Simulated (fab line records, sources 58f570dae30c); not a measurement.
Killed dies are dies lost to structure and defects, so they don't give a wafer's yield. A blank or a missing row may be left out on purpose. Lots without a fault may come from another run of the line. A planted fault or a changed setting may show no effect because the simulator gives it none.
fab line records | flow berkeley_cmos170 | part 2 of 2: steps 33 to 44 of 44
record lots=5 wafers=15 last_day=13
route steps=331 shown PWELL@40 WELLDRIVE@55 ACTIVE@60 PFIELD@79
lots that met no fault: from a run of the same line without faults
start_h: hours from the record's first day to the start of the lot's first wafer shown | wait_h: hours since the lot's step before | " the same as in the row above | L1.1+2: a row that stands for several wafers | - no value, or no start given | * or withheld: withheld | < > ~ a bound
route shown NAME@n: a module of which the file shows steps, and the number in the route of the first | usual: mean/standard deviation of fault-free wafers | same: alike in all rows | chamber/n: place in a boat | sites: the reading at each site | _std_site: their standard deviation | _edge_site: outer sites' mean less inner sites' | radius_mm: how far each site lies from the wafer's centre | mask NAME#n: copy n | behind: the tool/chamber that last shaped the wafer | hold: why the lot was held/for how many hours/how that ended | device: the transistor (n, p or np) that didn't switch | end of line: the same wafers' tests at the end of the route | a step without rows: its recipe alone | killed: dies lost to structure and defects at the first sort, not the wafer's yield | map: a wafer's dies, x killed, . not, _ none there
set.NAME: the setting as run; set.NAME@STEP: as run at that earlier step | model.NAME: the simulator's own value behind a step, which no gauge read
lots at some steps of the route; a table a step, a row a wafer
services: from which hour (start_h, from the record's first day; less than 0 if before it) a tool's chamber was out of use, for how many hours, and why
## steps
# step UCB170_ACTIVE_DEVELOP_12
# recipe developer=TMAH develop_time_s=45 resist=KrF dev_temp_c=21
# same develop_time_s=45
# columns lot.wafer tool chamber start_h wait_h
L075.3+4+6 litho_track-03 0 - -
L079.1+2+3 litho_track-02 0 - -
L091.3+4+6 litho_track-03 0 - -
L093.1+2+6 litho_track-02 0 - -
L094.2+4+5 litho_track-02 0 - -
# step UCB170_ACTIVE_CD_MEAS_13
# recipe target_cd_nm=1200
# usual cd_nm=1199.8/1.4
# columns lot.wafer tool chamber start_h wait_h cd_nm
L075.3 cd_sem-01 - 105.74 - 1201.6
L075.4 " - " " 1201.7
L075.6 " - " " 1202.2
L079.1 cd_sem-02 - 134.40 - 1198.3
L079.2 " - " " 1197.6
L079.3 " - " " 1200.0
L091.3 cd_sem-01 - 186.18 - 1198.4
L091.4 " - " " 1199.3
L091.6 " - " " 1198.9
L093.1 cd_sem-02 - 203.76 - 1199.4
L093.2 " - " " 1198.4
L093.6 " - " " 1198.8
L094.2 cd_sem-01 - 204.06 - 1198.6
L094.4 " - " " 1199.2
L094.5 " - " " 1197.9
# step UCB170_ACTIVE_OVL_MEAS_14
# usual ACTIVE_OVL=-2/6.3
# columns lot.wafer tool chamber start_h wait_h ACTIVE_OVL[nm]
L075.3 overlay-01 - 105.84 0.1 8
L075.4 " - " " -12
L075.6 " - " " 1
L079.1 overlay-02 - 134.52 0.1 -14
L079.2 " - " " -3
L079.3 " - " " -9
L091.3 overlay-01 - 186.27 0.1 10
L091.4 " - " " -7
L091.6 " - " " 3
L093.1 overlay-02 - 203.88 0.1 -7
L093.2 " - " " -3
L093.6 " - " " -4
L094.2 overlay-01 - 204.16 0.1 0
L094.4 " - " " 4
L094.5 " - " " -5
# step UCB170_ACTIVE_ETCH_15
# recipe chemistry=CH3F/Ar/O2 target=Si3N4 stop_on=SiO2 CH3F_flow_sccm=20 Ar_flow_sccm=50 O2_flow_sccm=7 pressure_mtorr=50 rf_w=450 target_depth_a=2420 over_etch_frac=0.1 time_s=151
# usual drypump_motor_current_A=5.7/0.54 oes_product_au=0.949/0.013 throttle_valve_pct=8.07/0.069
# same time_s=151
# columns lot.wafer tool chamber start_h wait_h drypump_motor_current_A oes_product_au rf_hours_counter_h throttle_valve_pct
L075.3 rie_diel-03 2 105.86 0.0 6.0 0.952 20 8.02
L075.4 " 3 " " 5.1 0.963 90 8.08
L075.6 " 1 " " 5.7 0.937 - 8.14
L079.1 rie_diel-01 1 134.56 0.0 5.1 0.950 52 7.97
L079.2 " 3 " " 5.7 0.969 143 8.19
L079.3 " 2 " " 5.9 0.938 37 8.03
L091.3 rie_diel-01 0 186.29 0.0 5.3 0.939 47 8.02
L091.4 " 3 " " 5.7 0.967 146 8.20
L091.6 " 1 " " 5.1 0.955 - 7.97
L093.1 rie_diel-04 2 203.92 0.0 4.9 0.938 11 8.05
L093.2 " 1 " " 5.3 0.955 78 7.96
L093.6 " 1 " " 5.3 0.950 - 7.98
L094.2 rie_diel-03 2 204.19 0.0 6.0 0.971 25 8.03
L094.4 " 1 " " 5.6 0.955 4 8.17
L094.5 " 1 " " 5.6 0.951 - 8.16
# step UCB170_ACTIVE_STRIP_16
# recipe chemistry=O2 power_w=400 pressure_mtorr=3500 platen_temp_c=withheld o2_flow_sccm=400 overash_fraction=0.5
# usual drypump_motor_current_A=5.8/0.38 oes_product_au=0.721/0.005 strip_time_to_endpoint_s=18.07/0.1
# columns lot.wafer tool chamber start_h wait_h drypump_motor_current_A oes_product_au rf_hours_counter_h strip_time_to_endpoint_s
L075.3 plasma_asher-02 1 105.99 0.1 5.9 0.722 - 18.17
L075.4 " 0 " " 5.4 0.715 - 18.03
L075.6 " 0 " " 5.4 0.720 - 18.16
L079.1 plasma_asher-03 0 134.66 0.1 6.0 0.719 34 18.01
L079.2 " 1 " " 5.6 0.723 34 18.14
L079.3 " 0 " " 6.0 0.722 - 18.11
L091.3 plasma_asher-03 0 186.43 0.1 6.0 0.719 - 18.11
L091.4 " 1 " " 5.7 0.713 - 18.05
L091.6 " 1 " " 5.6 0.719 - 17.93
L093.1 plasma_asher-02 0 204.02 0.1 5.4 0.722 50 18.03
L093.2 " 1 " " 5.9 0.714 50 18.09
L093.6 " 0 " " 5.5 0.722 - 18.10
L094.2 plasma_asher-03 0 204.29 0.1 6.1 0.725 43 18.14
L094.4 " 1 " " 5.6 0.714 - 18.14
L094.5 " 1 " " 5.6 0.721 - 18.13
# step UCB170_ACTIVE_CD_MEAS_90
# recipe target_cd_nm=1200
# usual cd_nm=1199.9/1.4
# columns lot.wafer tool chamber start_h wait_h cd_nm
L075.3 cd_sem-02 - 106.10 0.1 1202.0
L075.4 " - " " 1201.3
L075.6 " - " " 1201.7
L079.1 cd_sem-01 - 134.76 0.1 1198.2
L079.2 " - " " 1197.2
L079.3 " - " " 1199.9
L091.3 cd_sem-02 - 186.54 0.1 1199.2
L091.4 " - " " 1198.9
L091.6 " - " " 1198.7
L093.1 cd_sem-01 - 204.16 0.1 1199.9
L093.2 " - " " 1197.9
L093.6 " - " " 1198.8
L094.2 cd_sem-02 - 204.41 0.1 1198.5
L094.4 " - " " 1199.5
L094.5 " - " " 1197.9
# step UCB170_ACTIVE_CLEAN_17
# recipe chemistry=SPM temp_c=120 time_s=600
# same time_s=600
# columns lot.wafer tool chamber start_h wait_h
L075.3+4+6 wet_bench-03 3 106.49 0.4
L079.1+2+3 wet_bench-02 1 137.45 2.7
L091.3+4+6 wet_bench-02 1 186.80 0.2
L093.1+2+6 wet_bench-03 1 206.55 2.4
L094.2+4+5 wet_bench-03 3 206.55 2.1
# step UCB170_PFIELD_HMDS_00
# recipe prime_time_s=60 prime_temp_c=100
# columns lot.wafer tool chamber start_h wait_h
L075.3+4+6 litho_track-03 0 107.22 0.6
L079.1+2+3 litho_track-01 0 137.63 0.0
L091.3+4+6 litho_track-04 0 187.04 0.1
L093.1+2+6 litho_track-04 0 206.73 0.0
L094.2+4+5 litho_track-01 0 206.96 0.2
# step UCB170_PFIELD_COAT_01
# recipe resist=KrF spin_rpm=1531 resist_thk_nm=900
# columns lot.wafer tool chamber start_h wait_h
L075.3+4+6 litho_track-03 0 107.37 0.1
L079.1+2+3 litho_track-01 0 137.78 0.1
L091.3+4+6 litho_track-04 0 187.19 0.1
L093.1+2+6 litho_track-04 0 206.88 0.1
L094.2+4+5 litho_track-01 0 207.11 0.1
# step UCB170_PFIELD_SOFTBAKE_02
# recipe resist=KrF temp_c=130 time_s=60
# same time_s=60
# columns lot.wafer tool chamber start_h wait_h
L075.3+4+6 litho_track-03 0 107.52 0.1
L079.1+2+3 litho_track-01 0 137.93 0.1
L091.3+4+6 litho_track-04 0 187.34 0.1
L093.1+2+6 litho_track-04 0 207.03 0.1
L094.2+4+5 litho_track-01 0 207.26 0.1
# step UCB170_PFIELD_EXPOSE_03
# recipe mask_id=PFIELD na=0.5 sigma_outer=0.6 source_shape=conventional target_cd_nm=1500 dose_mj=30
# columns lot.wafer tool chamber start_h wait_h mask
L075.3+4+6 krf_scanner-01 0 107.87 0.3 PFIELD#0
L079.1+2+3 krf_scanner-01 0 - - PFIELD#0
L091.3+4+6 krf_scanner-01 0 187.48 0.1 PFIELD#0
L093.1+2+6 krf_scanner-02 0 207.54 0.5 PFIELD#0
L094.2+4+5 krf_scanner-02 0 207.68 0.4 PFIELD#0
# step UCB170_PFIELD_PEB_04
# recipe peb_temp_c=130 peb_time_s=withheld resist=KrF
# columns lot.wafer tool chamber start_h wait_h
L075.3+4+6 litho_track-03 0 108.39 0.5
L079.1+2+3 litho_track-04 0 - -
L091.3+4+6 litho_track-04 0 187.60 0.1
L093.1+2+6 litho_track-01 0 208.28 0.7
L094.2+4+5 litho_track-04 0 208.55 0.9
## services
# columns tool chamber start_h hours kind
krf_scanner-02 - 41.22 4.4 pm
rie_diel-01 - 44.60 2.6 repair
furnace-04 - 46.08 2.1 pm
krf_scanner-02 - 56.55 1.3 pm
furnace-02 - 63.14 1.7 pm
krf_scanner-02 - 66.87 1.0 pm
krf_scanner-01 - 67.83 0.5 repair
furnace-01 - 106.94 15.1 repair
krf_scanner-01 - 108.09 1.0 pm
rie_diel-03 - 113.37 2.8 pm
rie_diel-03 1 117.17 4.7 repair
rie_diel-03 3 117.88 3.7 repair
plasma_asher-02 - 120.48 2.7 repair
rie_diel-03 3 122.53 4.3 repair
krf_scanner-01 - 125.09 1.0 pm
krf_scanner-02 - 134.66 1.0 pm
krf_scanner-01 - 135.66 1.3 pm
lpcvd-01 - 162.60 0.9 repair
rie_diel-03 0 162.63 3.9 repair
furnace-02 - 173.11 3.3 repair
krf_scanner-02 - 177.02 0.8 pm
krf_scanner-01 - 182.63 3.0 pm
krf_scanner-01 - 193.91 0.8 pm
plasma_asher-03 - 207.39 14.6 pm
